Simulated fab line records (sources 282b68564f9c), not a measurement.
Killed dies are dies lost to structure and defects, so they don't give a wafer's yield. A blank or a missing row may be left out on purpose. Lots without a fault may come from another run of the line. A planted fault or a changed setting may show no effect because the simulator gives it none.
Split-lot trial || flow ritCmos || 5 lots, 23 wafers read, on a route of 202 steps

THE SPLIT
At RIT_NLDD_IMPLANT_08, the setting energyKev was moved away from the recipe's 20 on 10 of the 23 wafers read, by -5.4% to +3.8%. The other wafers ran this setting at the recipe's value.

Reading taken at the split's own step.

THE READING
implant.drpNm (the simulator's own value, which no gauge read), in nm, at RIT_NLDD_IMPLANT_08. There is no usual value for it anywhere in the file.

{"wafer": "L076.1", "tool, chamber at the split": "implanter-02, 0", "energyKev as run": 20.77, "against the recipe": "+3.8%", "implant.drpNm, nm": 13.27, "against lot-mates on the recipe": "+0.30"}
{"wafer": "L076.2", "tool, chamber at the split": "implanter-02, 0", "energyKev as run": 20.77, "against the recipe": "+3.8%", "implant.drpNm, nm": 13.27, "against lot-mates on the recipe": "+0.30"}
{"wafer": "L076.3", "tool, chamber at the split": "implanter-02, 0", "energyKev as run": 20, "against the recipe": "recipe", "implant.drpNm, nm": 12.97, "against lot-mates on the recipe": "-"}
{"wafer": "L076.5", "tool, chamber at the split": "implanter-02, 0", "energyKev as run": 20, "against the recipe": "recipe", "implant.drpNm, nm": 12.97, "against lot-mates on the recipe": "-"}
{"wafer": "L076.6", "tool, chamber at the split": "implanter-02, 0", "energyKev as run": 20, "against the recipe": "recipe", "implant.drpNm, nm": 12.97, "against lot-mates on the recipe": "-"}
{"wafer": "L078.1", "tool, chamber at the split": "implanter-03, 0", "energyKev as run": 19.65, "against the recipe": "-1.8%", "implant.drpNm, nm": 12.83, "against lot-mates on the recipe": -0.14}
{"wafer": "L078.2", "tool, chamber at the split": "implanter-03, 0", "energyKev as run": 19.65, "against the recipe": "-1.8%", "implant.drpNm, nm": 12.83, "against lot-mates on the recipe": -0.14}
{"wafer": "L078.4", "tool, chamber at the split": "implanter-03, 0", "energyKev as run": 20, "against the recipe": "recipe", "implant.drpNm, nm": 12.97, "against lot-mates on the recipe": "-"}
{"wafer": "L078.5", "tool, chamber at the split": "implanter-03, 0", "energyKev as run": 20, "against the recipe": "recipe", "implant.drpNm, nm": 12.97, "against lot-mates on the recipe": "-"}
{"wafer": "L078.6", "tool, chamber at the split": "implanter-03, 0", "energyKev as run": 20, "against the recipe": "recipe", "implant.drpNm, nm": 12.97, "against lot-mates on the recipe": "-"}
{"wafer": "L080.3", "tool, chamber at the split": "implanter-02, 0", "energyKev as run": 20, "against the recipe": "recipe", "implant.drpNm, nm": 12.97, "against lot-mates on the recipe": "-"}
{"wafer": "L080.5", "tool, chamber at the split": "implanter-02, 0", "energyKev as run": 20, "against the recipe": "recipe", "implant.drpNm, nm": 12.97, "against lot-mates on the recipe": "-"}
{"wafer": "L080.6", "tool, chamber at the split": "implanter-02, 0", "energyKev as run": 20, "against the recipe": "recipe", "implant.drpNm, nm": 12.97, "against lot-mates on the recipe": "-"}
{"wafer": "L081.1", "tool, chamber at the split": "implanter-02, 0", "energyKev as run": 20, "against the recipe": "recipe", "implant.drpNm, nm": 12.97, "against lot-mates on the recipe": "-"}
{"wafer": "L081.6", "tool, chamber at the split": "implanter-02, 0", "energyKev as run": 20, "against the recipe": "recipe", "implant.drpNm, nm": 12.97, "against lot-mates on the recipe": "-"}
{"wafer": "L081.2", "tool, chamber at the split": "implanter-02, 0", "energyKev as run": 18.92, "against the recipe": "-5.4%", "implant.drpNm, nm": 12.54, "against lot-mates on the recipe": -0.43}
{"wafer": "L081.4", "tool, chamber at the split": "implanter-02, 0", "energyKev as run": 18.92, "against the recipe": "-5.4%", "implant.drpNm, nm": 12.54, "against lot-mates on the recipe": -0.43}
{"wafer": "L081.5", "tool, chamber at the split": "implanter-02, 0", "energyKev as run": 18.92, "against the recipe": "-5.4%", "implant.drpNm, nm": 12.54, "against lot-mates on the recipe": -0.43}
{"wafer": "L082.2", "tool, chamber at the split": "implanter-02, 0", "energyKev as run": 19.09, "against the recipe": "-4.5%", "implant.drpNm, nm": 12.61, "against lot-mates on the recipe": -0.36}
{"wafer": "L082.3", "tool, chamber at the split": "implanter-02, 0", "energyKev as run": 19.09, "against the recipe": "-4.5%", "implant.drpNm, nm": 12.61, "against lot-mates on the recipe": -0.36}
{"wafer": "L082.4", "tool, chamber at the split": "implanter-02, 0", "energyKev as run": 19.09, "against the recipe": "-4.5%", "implant.drpNm, nm": 12.61, "against lot-mates on the recipe": -0.36}
{"wafer": "L082.5", "tool, chamber at the split": "implanter-02, 0", "energyKev as run": 20, "against the recipe": "recipe", "implant.drpNm, nm": 12.97, "against lot-mates on the recipe": "-"}
{"wafer": "L082.6", "tool, chamber at the split": "implanter-02, 0", "energyKev as run": 20, "against the recipe": "recipe", "implant.drpNm, nm": 12.97, "against lot-mates on the recipe": "-"}

FIT RESULTS
A straight line over all 23 wafers: implant.drpNm changes by +0.0791 nm for each +1% of energyKev; r = +1.00; the points scatter about the line by 0.0016 nm.
The same after taking each lot's own level away (the mean of its wafers on the recipe; 23 wafers): +0.0791 nm for each +1%; r = +1.00; scatter 0.0016 nm.
According to that fit, moving energyKev by its largest amount changes the reading by 0.43 nm.
The lots' own levels span 12.970 to 12.970 nm.
So the lot-to-lot level changes the slope little: the two slopes agree.
Check: -0.428 nm against its lot-mates is what the line predicts for one of the wafers moved furthest among these (-5.4%) when that wafer is left out of the fit. Against them it came out at -0.43 nm.

THE OTHER SPLITS THESE WAFERS WENT THROUGH
These wafers also went through other splits before the reading. Each is held against what the fit with the lots' levels taken away leaves over:
{"other split on the same wafers": "RIT_ACTIVE_OXIDATION_01 oxTimeS", "wafers away from the commonest value": 18, "r with implant.drpNm (lot level and that fit taken away)": "+0.07"}
{"other split on the same wafers": "RIT_ACTIVE_COAT_06 resistThkNm", "wafers away from the commonest value": 7, "r with implant.drpNm (lot level and that fit taken away)": "+0.12"}
{"other split on the same wafers": "RIT_ACTIVE_ETCH_13 overEtchFrac", "wafers away from the commonest value": 9, "r with implant.drpNm (lot level and that fit taken away)": "+0.18"}
{"other split on the same wafers": "RIT_NWELL_COAT_01 resistThkNm", "wafers away from the commonest value": 6, "r with implant.drpNm (lot level and that fit taken away)": -0.18}
{"other split on the same wafers": "RIT_PWELL_IMPLANT_08 energyKev", "wafers away from the commonest value": 4, "r with implant.drpNm (lot level and that fit taken away)": "+0.06"}
{"other split on the same wafers": "RIT_NRETRO_IMPLANT_08 energyKev", "wafers away from the commonest value": 6, "r with implant.drpNm (lot level and that fit taken away)": "+0.09"}
{"other split on the same wafers": "RIT_PRETRO_COAT_01 resistThkNm", "wafers away from the commonest value": 7, "r with implant.drpNm (lot level and that fit taken away)": "+0.22"}
{"other split on the same wafers": "RIT_PRETRO_IMPLANT_08 doseCm2", "wafers away from the commonest value": 9, "r with implant.drpNm (lot level and that fit taken away)": -0.17}
{"other split on the same wafers": "RIT_GATE_CVD_08 timeS", "wafers away from the commonest value": 15, "r with implant.drpNm (lot level and that fit taken away)": "+0.12"}
{"other split on the same wafers": "RIT_GATE_ETCH_19 rfW", "wafers away from the commonest value": 10, "r with implant.drpNm (lot level and that fit taken away)": "+0.00"}

THE WHOLE CHAIN: every reading that the file lists as answering this split, in the file's order
{"step": "RIT_NLDD_IMPLANT_08", "what it does": "", "reading": "implant.rpNm (the simulator's own value, which no gauge read)", "change (the file's fit)": "+0.187 nm for each +1% of the setting", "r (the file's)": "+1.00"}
{"step": "RIT_NLDD_IMPLANT_08", "what it does": "", "reading": "implant.drpNm (the simulator's own value, which no gauge read)", "change (the file's fit)": "+0.0787 nm for each +1% of the setting", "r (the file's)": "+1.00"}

FILE'S OWN FIT
implant.drpNm changes by +0.0787 nm for each +1% of energyKev, r = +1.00.
